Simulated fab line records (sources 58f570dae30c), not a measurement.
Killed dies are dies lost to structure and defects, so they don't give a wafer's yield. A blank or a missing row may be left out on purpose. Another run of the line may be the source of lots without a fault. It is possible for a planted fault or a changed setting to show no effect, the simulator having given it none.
fab line records || flow berkeley_cmos170 || part 2 of 2: steps 30 to 40 of 40
[record] {"lots": 5, "wafers": 15, "last_day": 13}
route steps=331 shown M2@289 V2@292 M3@309
lots that met no fault: from a run of the same line without faults
start_h: hours from the record's first day to the start of the lot's first wafer shown || wait_h: hours elapsed since this lot's preceding step || " unchanged from the row above || L1.1+2: a row that stands for several wafers || - no value, or no start given || * or withheld: withheld || < > ~ a bound
route shown NAME@n: a module of which the file shows steps, and the number in the route of the first || usual: mean/standard deviation taken from wafers without a fault || same: alike in all rows || chamber/n: place in a boat || sites: readings site by site || _std_site: standard deviation across them || _edge_site: mean of outer sites minus mean of inner sites || radius_mm: for every site, how far away it sits from the centre of the wafer || mask NAME#n: copy n || behind: the tool/chamber that last shaped the wafer || hold: why the lot was held/for how many hours/how that ended || device: names the non-switching transistor (n, p or np) || end of line: tests run on the same wafers once the route is complete || step lacking rows: just its recipe || killed: not the wafer's yield, but the dies lost to structure and defects at the first sort || map: per-die view of a wafer (x killed, . not killed, _ where there is no die)
set.NAME: setting as actually run; set.NAME@STEP: the setting as run at that earlier step || model.NAME: the simulator's own value behind a step, which no gauge read
lots seen at some steps along the route; tables by step, rows by wafer
services: when a tool's chamber went out of use (start_h, in hours from the record's first day, below 0 if earlier), for how many hours, and the reason
[[steps]]
[step UCB170_M3_COAT_09]
[recipe] {"resist": "BARC", "temp_c": "withheld", "time_s": "withheld", "spin_rpm": 3000, "resist_thk_nm": "withheld"}
{"lot.wafer": "L077.3+4+5", "tool": "litho_track-02", "chamber": 0, "start_h": 208.46, "wait_h": 0.1}
{"lot.wafer": "L078.1+3+6", "tool": "litho_track-02", "chamber": 0, "start_h": 210.89, "wait_h": 0.2}
{"lot.wafer": "L080.1+2+4", "tool": "litho_track-04", "chamber": 0, "start_h": 231.20, "wait_h": 0.0}
{"lot.wafer": "L081.2+4+6", "tool": "litho_track-03", "chamber": 0, "start_h": 234.92, "wait_h": 0.0}
{"lot.wafer": "L097.1+3+4", "tool": "litho_track-02", "chamber": 0, "start_h": 299.99, "wait_h": 0.0}
[step UCB170_M3_COAT_10]
[recipe] {"resist": "KrF", "spin_rpm": 1500, "resist_thk_nm": 900}
{"lot.wafer": "L077.3+4+5", "tool": "litho_track-02", "chamber": 0, "start_h": "-", "wait_h": "-"}
{"lot.wafer": "L078.1+3+6", "tool": "litho_track-02", "chamber": 0, "start_h": "-", "wait_h": "-"}
{"lot.wafer": "L080.1+2+4", "tool": "litho_track-04", "chamber": 0, "start_h": "-", "wait_h": "-"}
{"lot.wafer": "L081.2+4+6", "tool": "litho_track-03", "chamber": 0, "start_h": "-", "wait_h": "-"}
{"lot.wafer": "L097.1+3+4", "tool": "litho_track-02", "chamber": 0, "start_h": "-", "wait_h": "-"}
[step UCB170_M3_SOFTBAKE_11]
[recipe] {"resist": "KrF", "temp_c": 130, "time_s": 60}
{"lot.wafer": "L077.3+4+5", "tool": "litho_track-02", "chamber": 0, "start_h": "-", "wait_h": "-"}
{"lot.wafer": "L078.1+3+6", "tool": "litho_track-02", "chamber": 0, "start_h": "-", "wait_h": "-"}
{"lot.wafer": "L080.1+2+4", "tool": "litho_track-04", "chamber": 0, "start_h": "-", "wait_h": "-"}
{"lot.wafer": "L081.2+4+6", "tool": "litho_track-03", "chamber": 0, "start_h": "-", "wait_h": "-"}
{"lot.wafer": "L097.1+3+4", "tool": "litho_track-02", "chamber": 0, "start_h": "-", "wait_h": "-"}
[step UCB170_M3_EXPOSE_12]
[recipe] {"mask_id": "METAL3", "target_cd_nm": 700, "na": 0.5, "sigma_outer": 0.6, "source_shape": "conventional", "dose_mj": 26}
{"lot.wafer": "L077.3+4+5", "tool": "krf_scanner-02", "chamber": 0, "start_h": 209.02, "wait_h": "-", "mask": "METAL3#0"}
{"lot.wafer": "L078.1+3+6", "tool": "krf_scanner-02", "chamber": 0, "start_h": 211.34, "wait_h": "-", "mask": "METAL3#0"}
{"lot.wafer": "L080.1+2+4", "tool": "krf_scanner-02", "chamber": 0, "start_h": 231.65, "wait_h": "-", "mask": "METAL3#0"}
{"lot.wafer": "L081.2+4+6", "tool": "krf_scanner-02", "chamber": 0, "start_h": 235.37, "wait_h": "-", "mask": "METAL3#0"}
{"lot.wafer": "L097.1+3+4", "tool": "krf_scanner-02", "chamber": 0, "start_h": 300.44, "wait_h": "-", "mask": "METAL3#0"}
[step UCB170_M3_PEB_13]
[recipe] {"peb_temp_c": 130, "peb_time_s": "withheld", "resist": "KrF"}
{"lot.wafer": "L077.3+4+5", "tool": "litho_track-04", "chamber": 0, "start_h": 209.15, "wait_h": 0.1}
{"lot.wafer": "L078.1+3+6", "tool": "litho_track-03", "chamber": 0, "start_h": 211.45, "wait_h": 0.1}
{"lot.wafer": "L080.1+2+4", "tool": "litho_track-02", "chamber": 0, "start_h": 231.88, "wait_h": 0.2}
{"lot.wafer": "L081.2+4+6", "tool": "litho_track-03", "chamber": 0, "start_h": 235.90, "wait_h": 0.5}
{"lot.wafer": "L097.1+3+4", "tool": "litho_track-04", "chamber": 0, "start_h": 300.84, "wait_h": 0.4}
[step UCB170_M3_DEVELOP_14]
[recipe] {"developer": "TMAH", "develop_time_s": 45, "resist": "KrF", "dev_temp_c": 21}
{"lot.wafer": "L077.3+4+5", "tool": "litho_track-04", "chamber": 0, "start_h": "-", "wait_h": "-"}
{"lot.wafer": "L078.1+3+6", "tool": "litho_track-03", "chamber": 0, "start_h": "-", "wait_h": "-"}
{"lot.wafer": "L080.1+2+4", "tool": "litho_track-02", "chamber": 0, "start_h": "-", "wait_h": "-"}
{"lot.wafer": "L081.2+4+6", "tool": "litho_track-03", "chamber": 0, "start_h": "-", "wait_h": "-"}
{"lot.wafer": "L097.1+3+4", "tool": "litho_track-04", "chamber": 0, "start_h": "-", "wait_h": "-"}
[step UCB170_M3_CD_MEAS_15]
[recipe] {"target_cd_nm": 700}
[usual] {"cd_nm": "700.2/1.6"}
{"lot.wafer": "L077.3", "tool": "cd_sem-02", "chamber": "-", "start_h": 209.42, "wait_h": "-", "cd_nm": 698.5}
{"lot.wafer": "L077.4", "tool": "cd_sem-02", "chamber": "-", "start_h": 209.42, "wait_h": "-", "cd_nm": 699.3}
{"lot.wafer": "L077.5", "tool": "cd_sem-02", "chamber": "-", "start_h": 209.42, "wait_h": "-", "cd_nm": 699.8}
{"lot.wafer": "L078.1", "tool": "cd_sem-02", "chamber": "-", "start_h": 211.73, "wait_h": "-", "cd_nm": 701.5}
{"lot.wafer": "L078.3", "tool": "cd_sem-02", "chamber": "-", "start_h": 211.73, "wait_h": "-", "cd_nm": 701.2}
{"lot.wafer": "L078.6", "tool": "cd_sem-02", "chamber": "-", "start_h": 211.73, "wait_h": "-", "cd_nm": 702.3}
{"lot.wafer": "L080.1", "tool": "cd_sem-02", "chamber": "-", "start_h": 232.15, "wait_h": "-", "cd_nm": 702.4}
{"lot.wafer": "L080.2", "tool": "cd_sem-02", "chamber": "-", "start_h": 232.15, "wait_h": "-", "cd_nm": 702.4}
{"lot.wafer": "L080.4", "tool": "cd_sem-02", "chamber": "-", "start_h": 232.15, "wait_h": "-", "cd_nm": 703.1}
{"lot.wafer": "L081.2", "tool": "cd_sem-02", "chamber": "-", "start_h": 236.17, "wait_h": "-", "cd_nm": 701.9}
{"lot.wafer": "L081.4", "tool": "cd_sem-02", "chamber": "-", "start_h": 236.17, "wait_h": "-", "cd_nm": 702.7}
{"lot.wafer": "L081.6", "tool": "cd_sem-02", "chamber": "-", "start_h": 236.17, "wait_h": "-", "cd_nm": 701.2}
{"lot.wafer": "L097.1", "tool": "cd_sem-02", "chamber": "-", "start_h": 301.12, "wait_h": "-", "cd_nm": 700.5}
{"lot.wafer": "L097.3", "tool": "cd_sem-02", "chamber": "-", "start_h": 301.12, "wait_h": "-", "cd_nm": 700.2}
{"lot.wafer": "L097.4", "tool": "cd_sem-02", "chamber": "-", "start_h": 301.12, "wait_h": "-", "cd_nm": 700.1}
[step UCB170_M3_OVL_MEAS_16]
[usual] {"M3_OVL": "0/5.3"}
{"lot.wafer": "L077.3", "tool": "overlay-02", "chamber": "-", "start_h": 209.51, "wait_h": 0.1, "M3_OVL[nm]": 6}
{"lot.wafer": "L077.4", "tool": "overlay-02", "chamber": "-", "start_h": 209.51, "wait_h": 0.1, "M3_OVL[nm]": -4}
{"lot.wafer": "L077.5", "tool": "overlay-02", "chamber": "-", "start_h": 209.51, "wait_h": 0.1, "M3_OVL[nm]": 3}
{"lot.wafer": "L078.1", "tool": "overlay-01", "chamber": "-", "start_h": 211.85, "wait_h": 0.1, "M3_OVL[nm]": 2}
{"lot.wafer": "L078.3", "tool": "overlay-01", "chamber": "-", "start_h": 211.85, "wait_h": 0.1, "M3_OVL[nm]": 1}
{"lot.wafer": "L078.6", "tool": "overlay-01", "chamber": "-", "start_h": 211.85, "wait_h": 0.1, "M3_OVL[nm]": 0}
{"lot.wafer": "L080.1", "tool": "overlay-02", "chamber": "-", "start_h": 232.27, "wait_h": 0.1, "M3_OVL[nm]": -2}
{"lot.wafer": "L080.2", "tool": "overlay-02", "chamber": "-", "start_h": 232.27, "wait_h": 0.1, "M3_OVL[nm]": 2}
{"lot.wafer": "L080.4", "tool": "overlay-02", "chamber": "-", "start_h": 232.27, "wait_h": 0.1, "M3_OVL[nm]": 3}
{"lot.wafer": "L081.2", "tool": "overlay-02", "chamber": "-", "start_h": 236.28, "wait_h": 0.1, "M3_OVL[nm]": 7}
{"lot.wafer": "L081.4", "tool": "overlay-02", "chamber": "-", "start_h": 236.28, "wait_h": 0.1, "M3_OVL[nm]": 4}
{"lot.wafer": "L081.6", "tool": "overlay-02", "chamber": "-", "start_h": 236.28, "wait_h": 0.1, "M3_OVL[nm]": 7}
{"lot.wafer": "L097.1", "tool": "overlay-01", "chamber": "-", "start_h": 301.24, "wait_h": 0.1, "M3_OVL[nm]": -4}
{"lot.wafer": "L097.3", "tool": "overlay-01", "chamber": "-", "start_h": 301.24, "wait_h": 0.1, "M3_OVL[nm]": 4}
{"lot.wafer": "L097.4", "tool": "overlay-01", "chamber": "-", "start_h": 301.24, "wait_h": 0.1, "M3_OVL[nm]": -5}
[step UCB170_M3_ETCH_17]
[recipe] {"chemistry": "N2/H2", "target_depth_a": "withheld", "overetch_a": "withheld", "target": "BARC", "time_s": "withheld", "source_w": 500, "bias_w": 100, "pressure_mtorr": 30, "n2_flow_sccm": 100, "h2_flow_sccm": 200}
[usual] {"drypump_motor_current_A": "5.5/0.41", "oes_product_au": "1.011/0.019", "throttle_valve_pct": "13.25/0.17"}
{"lot.wafer": "L077.3", "tool": "rie_diel-03", "chamber": 3, "start_h": 209.53, "wait_h": 0.0, "drypump_motor_current_A": 5.8, "oes_product_au": 0.991, "throttle_valve_pct": 13.05}
{"lot.wafer": "L077.4", "tool": "rie_diel-03", "chamber": 1, "start_h": 209.53, "wait_h": 0.0, "drypump_motor_current_A": 5.7, "oes_product_au": 1.024, "throttle_valve_pct": 13.31}
{"lot.wafer": "L077.5", "tool": "rie_diel-03", "chamber": 2, "start_h": 209.53, "wait_h": 0.0, "drypump_motor_current_A": 5.0, "oes_product_au": 1.011, "throttle_valve_pct": 13.28}
{"lot.wafer": "L078.1", "tool": "rie_diel-02", "chamber": 2, "start_h": 211.88, "wait_h": 0.0, "drypump_motor_current_A": 6.2, "oes_product_au": 1.018, "throttle_valve_pct": 13.21}
{"lot.wafer": "L078.3", "tool": "rie_diel-02", "chamber": 1, "start_h": 211.88, "wait_h": 0.0, "drypump_motor_current_A": 5.7, "oes_product_au": 1.032, "throttle_valve_pct": 13.39}
{"lot.wafer": "L078.6", "tool": "rie_diel-02", "chamber": 3, "start_h": 211.88, "wait_h": 0.0, "drypump_motor_current_A": 5.6, "oes_product_au": 0.990, "throttle_valve_pct": 13.26}
{"lot.wafer": "L080.1", "tool": "rie_diel-02", "chamber": 2, "start_h": 232.31, "wait_h": 0.0, "drypump_motor_current_A": 6.2, "oes_product_au": 1.015, "throttle_valve_pct": 13.19}
{"lot.wafer": "L080.2", "tool": "rie_diel-02", "chamber": 0, "start_h": 232.31, "wait_h": 0.0, "drypump_motor_current_A": 4.9, "oes_product_au": 1.014, "throttle_valve_pct": 13.03}
{"lot.wafer": "L080.4", "tool": "rie_diel-02", "chamber": 1, "start_h": 232.31, "wait_h": 0.0, "drypump_motor_current_A": 5.8, "oes_product_au": 1.040, "throttle_valve_pct": 13.38}
{"lot.wafer": "L081.2", "tool": "rie_diel-02", "chamber": 1, "start_h": 236.31, "wait_h": 0.0, "drypump_motor_current_A": 5.8, "oes_product_au": 1.042, "throttle_valve_pct": 13.40}
{"lot.wafer": "L081.4", "tool": "rie_diel-02", "chamber": 3, "start_h": 236.31, "wait_h": 0.0, "drypump_motor_current_A": 5.6, "oes_product_au": 1.003, "throttle_valve_pct": 13.26}
{"lot.wafer": "L081.6", "tool": "rie_diel-02", "chamber": 1, "start_h": 236.31, "wait_h": 0.0, "drypump_motor_current_A": 5.8, "oes_product_au": 1.040, "throttle_valve_pct": 13.38}
{"lot.wafer": "L097.1", "tool": "rie_diel-03", "chamber": 0, "start_h": 301.28, "wait_h": 0.0, "drypump_motor_current_A": 5.4, "oes_product_au": 1.029, "throttle_valve_pct": 13.28}
{"lot.wafer": "L097.3", "tool": "rie_diel-03", "chamber": 1, "start_h": 301.28, "wait_h": 0.0, "drypump_motor_current_A": 5.7, "oes_product_au": 1.026, "throttle_valve_pct": 13.31}
{"lot.wafer": "L097.4", "tool": "rie_diel-03", "chamber": 1, "start_h": 301.28, "wait_h": 0.0, "drypump_motor_current_A": 5.6, "oes_product_au": 1.045, "throttle_valve_pct": 13.29}
[step UCB170_M3_METAL_ETCH_18]
[recipe] {"chemistry": "Cl2/BCl3", "target": "Al", "stop_on": "SiO2", "pressure_mtorr": 12, "target_depth_a": 11700, "over_etch_frac": 0.3, "time_s": 195, "icp_w": 600, "bias_w": 120, "Cl2_flow_sccm": 90, "bcl3_flow_sccm": 45}
[usual] {"drypump_motor_current_A": "5.5/0.56", "oes_product_au": "0.842/0.011", "throttle_valve_pct": "24.25/0.27"}
{"lot.wafer": "L077.3", "tool": "rie_metal-01", "chamber": 1, "start_h": 209.64, "wait_h": "-", "drypump_motor_current_A": 4.9, "oes_product_au": 0.851, "rf_hours_counter_h": "-", "throttle_valve_pct": 23.80}
{"lot.wafer": "L077.4", "tool": "rie_metal-01", "chamber": 0, "start_h": 209.64, "wait_h": "-", "drypump_motor_current_A": 5.9, "oes_product_au": 0.812, "rf_hours_counter_h": "-", "throttle_valve_pct": 24.64}
{"lot.wafer": "L077.5", "tool": "rie_metal-01", "chamber": 0, "start_h": 209.64, "wait_h": "-", "drypump_motor_current_A": 5.9, "oes_product_au": 0.826, "rf_hours_counter_h": "-", "throttle_valve_pct": 24.62}
{"lot.wafer": "L078.1", "tool": "rie_metal-02", "chamber": 0, "start_h": 211.93, "wait_h": "-", "drypump_motor_current_A": 4.8, "oes_product_au": 0.827, "rf_hours_counter_h": 7, "throttle_valve_pct": 24.36}
{"lot.wafer": "L078.3", "tool": "rie_metal-02", "chamber": 1, "start_h": 211.93, "wait_h": "-", "drypump_motor_current_A": 6.2, "oes_product_au": 0.850, "rf_hours_counter_h": "-", "throttle_valve_pct": 23.93}
{"lot.wafer": "L078.6", "tool": "rie_metal-02", "chamber": 0, "start_h": 211.93, "wait_h": "-", "drypump_motor_current_A": 4.8, "oes_product_au": 0.836, "rf_hours_counter_h": "-", "throttle_valve_pct": 24.36}
{"lot.wafer": "L080.1", "tool": "rie_metal-04", "chamber": 1, "start_h": 232.35, "wait_h": "-", "drypump_motor_current_A": 6.0, "oes_product_au": 0.846, "rf_hours_counter_h": 8, "throttle_valve_pct": 24.15}
{"lot.wafer": "L080.2", "tool": "rie_metal-04", "chamber": 0, "start_h": 232.35, "wait_h": "-", "drypump_motor_current_A": 5.9, "oes_product_au": 0.841, "rf_hours_counter_h": 6, "throttle_valve_pct": 24.37}
{"lot.wafer": "L080.4", "tool": "rie_metal-04", "chamber": 0, "start_h": 232.35, "wait_h": "-", "drypump_motor_current_A": 5.9, "oes_product_au": 0.843, "rf_hours_counter_h": "-", "throttle_valve_pct": 24.38}
{"lot.wafer": "L081.2", "tool": "rie_metal-01", "chamber": 0, "start_h": 236.35, "wait_h": "-", "drypump_motor_current_A": 5.9, "oes_product_au": 0.836, "rf_hours_counter_h": 5, "throttle_valve_pct": 24.64}
{"lot.wafer": "L081.4", "tool": "rie_metal-01", "chamber": 1, "start_h": 236.35, "wait_h": "-", "drypump_motor_current_A": 4.9, "oes_product_au": 0.836, "rf_hours_counter_h": "-", "throttle_valve_pct": 23.81}
{"lot.wafer": "L081.6", "tool": "rie_metal-01", "chamber": 0, "start_h": 236.35, "wait_h": "-", "drypump_motor_current_A": 5.9, "oes_product_au": 0.837, "rf_hours_counter_h": "-", "throttle_valve_pct": 24.62}
{"lot.wafer": "L097.1", "tool": "rie_metal-02", "chamber": 0, "start_h": 301.32, "wait_h": "-", "drypump_motor_current_A": 4.8, "oes_product_au": 0.829, "rf_hours_counter_h": 11, "throttle_valve_pct": 24.37}
{"lot.wafer": "L097.3", "tool": "rie_metal-02", "chamber": 1, "start_h": 301.32, "wait_h": "-", "drypump_motor_current_A": 6.2, "oes_product_au": 0.861, "rf_hours_counter_h": "-", "throttle_valve_pct": 24.09}
{"lot.wafer": "L097.4", "tool": "rie_metal-02", "chamber": 0, "start_h": 301.32, "wait_h": "-", "drypump_motor_current_A": 4.8, "oes_product_au": 0.845, "rf_hours_counter_h": "-", "throttle_valve_pct": 24.37}
[step UCB170_M3_STRIP_19]
[recipe] {"chemistry": "O2", "power_w": 400, "pressure_mtorr": 3500, "platen_temp_c": "withheld", "o2_flow_sccm": 400, "overash_fraction": 0.5}
[usual] {"drypump_motor_current_A": "5.7/0.35", "oes_product_au": "0.542/0.016"}
{"lot.wafer": "L077.3", "tool": "plasma_asher-03", "chamber": 1, "start_h": 209.80, "wait_h": 0.1, "drypump_motor_current_A": 5.1, "oes_product_au": 0.526, "rf_hours_counter_h": "-"}
{"lot.wafer": "L077.4", "tool": "plasma_asher-03", "chamber": 0, "start_h": 209.80, "wait_h": 0.1, "drypump_motor_current_A": 5.8, "oes_product_au": 0.543, "rf_hours_counter_h": "-"}
{"lot.wafer": "L077.5", "tool": "plasma_asher-03", "chamber": 1, "start_h": 209.80, "wait_h": 0.1, "drypump_motor_current_A": 5.1, "oes_product_au": 0.523, "rf_hours_counter_h": "-"}
{"lot.wafer": "L078.1", "tool": "plasma_asher-04", "chamber": 1, "start_h": 212.11, "wait_h": 0.1, "drypump_motor_current_A": 5.7, "oes_product_au": 0.542, "rf_hours_counter_h": 47}
{"lot.wafer": "L078.3", "tool": "plasma_asher-04", "chamber": 1, "start_h": 212.11, "wait_h": 0.1, "drypump_motor_current_A": 5.6, "oes_product_au": 0.582, "rf_hours_counter_h": "-"}
{"lot.wafer": "L078.6", "tool": "plasma_asher-04", "chamber": 1, "start_h": 212.11, "wait_h": 0.1, "drypump_motor_current_A": 5.6, "oes_product_au": 0.543, "rf_hours_counter_h": "-"}
{"lot.wafer": "L080.1", "tool": "plasma_asher-03", "chamber": 1, "start_h": 232.54, "wait_h": 0.1, "drypump_motor_current_A": 5.1, "oes_product_au": 0.558, "rf_hours_counter_h": 46}
{"lot.wafer": "L080.2", "tool": "plasma_asher-03", "chamber": 0, "start_h": 232.54, "wait_h": 0.1, "drypump_motor_current_A": 5.8, "oes_product_au": 0.555, "rf_hours_counter_h": 46}
{"lot.wafer": "L080.4", "tool": "plasma_asher-03", "chamber": 1, "start_h": 232.54, "wait_h": 0.1, "drypump_motor_current_A": 5.1, "oes_product_au": 0.557, "rf_hours_counter_h": "-"}
{"lot.wafer": "L081.2", "tool": "plasma_asher-04", "chamber": 1, "start_h": 236.54, "wait_h": 0.1, "drypump_motor_current_A": 5.7, "oes_product_au": 0.521, "rf_hours_counter_h": 49}
{"lot.wafer": "L081.4", "tool": "plasma_asher-04", "chamber": 1, "start_h": 236.54, "wait_h": 0.1, "drypump_motor_current_A": 5.6, "oes_product_au": 0.531, "rf_hours_counter_h": "-"}
{"lot.wafer": "L081.6", "tool": "plasma_asher-04", "chamber": 0, "start_h": 236.54, "wait_h": 0.1, "drypump_motor_current_A": 5.8, "oes_product_au": 0.515, "rf_hours_counter_h": "-"}
{"lot.wafer": "L097.1", "tool": "plasma_asher-04", "chamber": 1, "start_h": 301.51, "wait_h": 0.1, "drypump_motor_current_A": 5.6, "oes_product_au": 0.541, "rf_hours_counter_h": 56}
{"lot.wafer": "L097.3", "tool": "plasma_asher-04", "chamber": 0, "start_h": 301.51, "wait_h": 0.1, "drypump_motor_current_A": 5.8, "oes_product_au": 0.535, "rf_hours_counter_h": "-"}
{"lot.wafer": "L097.4", "tool": "plasma_asher-04", "chamber": 1, "start_h": 301.51, "wait_h": 0.1, "drypump_motor_current_A": 5.6, "oes_product_au": 0.535, "rf_hours_counter_h": "-"}
[[services]]
{"tool": "pvd_sputter-04", "chamber": "-", "start_h": 191.39, "hours": 0.6, "kind": "repair"}
{"tool": "cmp-01", "chamber": "-", "start_h": 191.41, "hours": 14.1, "kind": "pm"}
{"tool": "krf_scanner-01", "chamber": "-", "start_h": 192.61, "hours": 1.0, "kind": "pm"}
{"tool": "krf_scanner-02", "chamber": "-", "start_h": 193.61, "hours": 1.0, "kind": "pm"}
{"tool": "pvd_sputter-02", "chamber": "-", "start_h": 201.34, "hours": 2.0, "kind": "repair"}
{"tool": "rie_metal-03", "chamber": 1, "start_h": 207.20, "hours": 1.4, "kind": "repair"}
{"tool": "krf_scanner-02", "chamber": "-", "start_h": 207.46, "hours": 1.3, "kind": "pm"}
{"tool": "plasma_asher-02", "chamber": "-", "start_h": 208.48, "hours": 0.3, "kind": "repair"}
{"tool": "rie_metal-03", "chamber": 0, "start_h": 209.02, "hours": 1.0, "kind": "repair"}
{"tool": "plasma_asher-04", "chamber": "-", "start_h": 217.16, "hours": 7.8, "kind": "repair"}
{"tool": "krf_scanner-01", "chamber": "-", "start_h": 221.41, "hours": 1.3, "kind": "pm"}
{"tool": "rie_diel-02", "chamber": 1, "start_h": 221.99, "hours": 4.4, "kind": "repair"}
{"tool": "plasma_asher-04", "chamber": "-", "start_h": 226.76, "hours": 2.8, "kind": "pm"}
{"tool": "cmp-02", "chamber": "-", "start_h": 232.00, "hours": 4.0, "kind": "pm"}
{"tool": "rie_metal-01", "chamber": 1, "start_h": 233.56, "hours": 1.0, "kind": "repair"}
{"tool": "rie_diel-02", "chamber": "-", "start_h": 237.21, "hours": 14.6, "kind": "pm"}
{"tool": "pvd_sputter-04", "chamber": "-", "start_h": 239.42, "hours": 0.5, "kind": "repair"}
{"tool": "cmp-02", "chamber": "-", "start_h": 262.09, "hours": 1.9, "kind": "repair"}
{"tool": "plasma_asher-03", "chamber": "-", "start_h": 263.63, "hours": 0.6, "kind": "repair"}
{"tool": "krf_scanner-01", "chamber": "-", "start_h": 268.62, "hours": 0.8, "kind": "pm"}
{"tool": "cmp-02", "chamber": "-", "start_h": 275.41, "hours": 3.5, "kind": "repair"}
{"tool": "rie_metal-02", "chamber": "-", "start_h": 285.86, "hours": 0.3, "kind": "repair"}
{"tool": "plasma_asher-03", "chamber": "-", "start_h": 286.91, "hours": 0.9, "kind": "repair"}
{"tool": "cmp-02", "chamber": "-", "start_h": 300.22, "hours": 1.8, "kind": "repair"}
